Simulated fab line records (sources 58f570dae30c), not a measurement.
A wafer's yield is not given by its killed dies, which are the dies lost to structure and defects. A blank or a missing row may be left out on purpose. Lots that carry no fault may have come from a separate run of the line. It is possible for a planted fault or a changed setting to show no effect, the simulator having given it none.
Struck lot and sound lot, side by side :: flow berkeley cmos170 :: 13 out of 331 route steps
Sound: these wafers, L804.1, L804.5, L804.6. Wafers L807.1, L807.2, L807.4 were the ones struck. Last of all comes the cause.
Order at every step that has rows: each side's tool, ch and its chambers, its first start. Under that, the readings that differ: sound wafers :: struck wafers :: difference of the means :: sigmas: that difference in standard deviations of wafers without a fault.
alike: readings whose means differ by less than 2 such deviations, and words and numbers that are the same on both sides. not compared: withheld readings, readings that some wafer has no value for, bounds like >300 that may hide the same value, and numbers for which the record gives no deviation and whose values overlap.
Wherever a step has rows on one side only, a row that says differs or no value, or a row with sigmas, the two part there. Numbers that don't overlap but have no deviation are shown without sigmas and don't part them. A reading that every wafer of one side lacks parts them only if that side has two wafers or more.

first, 1 step without rows for these wafers: UCB170_BACKSIDE_CLEAN_04 (cleans in SPM, time 600 s).
UCB170_SDANNEAL_RTA_00: time 10 s.
  sound on rtp anneal-02 ch 0, day 7 14:07; struck on rtp anneal-01 ch 0, day 8 05:59
reading: lamp power pct (%)
sound: 23.48 23.49 23.47
struck: 23.60 23.63 23.62
difference: +0.14
sigmas: +2
  alike: wafer_temp_C_max
UCB170_SDANNEAL_RTA_01: time 5 s.
  sound on rtp anneal-02 ch 0, day 7 14:11; struck on rtp anneal-01 ch 0, day 8 06:03
reading: lamp power pct (%)
sound: 36.30 36.26 36.20
struck: 36.47 36.46 36.46
difference: +0.21
sigmas: +2
  alike: wafer_temp_C_max
UCB170_SDANNEAL_RS_MEAS_02: measurement is done with a four-point probe.
  sound: film metro-04 at day 7 14:15; struck: film metro-01 at day 8 06:07
  alike: PSD_RS
UCB170_SDANNEAL_RS_MEAS_03: measurement is done with a four-point probe.
  sound: film metro-04 at day 7 14:22; struck: film metro-01 at day 8 06:14
  alike: NSD_RS
UCB170_SDANNEAL_RS_MEAS_04: measurement is done with a four-point probe.
  sound: film metro-04 at day 7 14:29; struck: film metro-01 at day 8 06:21
  alike: PLDD_RS
UCB170_SDANNEAL_RS_MEAS_05: measurement is done with a four-point probe.
  sound: film metro-04 at day 7 14:37; struck: film metro-01 at day 8 06:28
  alike: NLDD_RS
then, 1 step without rows for these wafers: UCB170_SILICIDE_PRE_CLEAN_00 (preclean etch time 60 s).
UCB170_SILICIDE_SPUTTER_01: material Ti, target thk 30 nm, time 25 s.
  sound: pvd sputter-03 at day 7 14:47; struck: pvd sputter-01 at day 8 06:40
  alike: throttle valve pct
UCB170_SILICIDE_RS_MEAS_02: measurement is done with a four-point probe.
  sound: film metro-02 at day 7 14:49; struck: film metro-02 at day 8 06:41
  alike: SILICIDE_TI_RS
UCB170_SILICIDE_THK_MEAS_03: measures by xrf.
  sound: film metro-02 at day 7 14:56; struck: film metro-02 at day 8 06:49
  alike: SILICIDE_TI_THK
UCB170_SILICIDE_RTA_04: time 15 s.
  sound on rtp anneal-01 ch 0, day 7 15:00; struck on rtp anneal-01 ch 0, day 8 06:52
  alike: lamp power pct, wafer_temp_C_max
UCB170_SILICIDE_WET_ETCH_05: etches Ti in SPM, time 45 s.
  sound on wet bench-04 ch 1, day 7 15:10; struck on wet bench-01 ch 0, day 8 06:56
  no value came back on the struck wafers for bath guard temp C (C), bath heat duty pct (%); on the sound wafers bath guard temp C (C) reads 119.1 119.7 119.2

WHERE THEY PART
First at UCB170_SDANNEAL_RTA_00; last, within this record, at UCB170_SILICIDE_WET_ETCH_05.

WHY: what the simulator had put in
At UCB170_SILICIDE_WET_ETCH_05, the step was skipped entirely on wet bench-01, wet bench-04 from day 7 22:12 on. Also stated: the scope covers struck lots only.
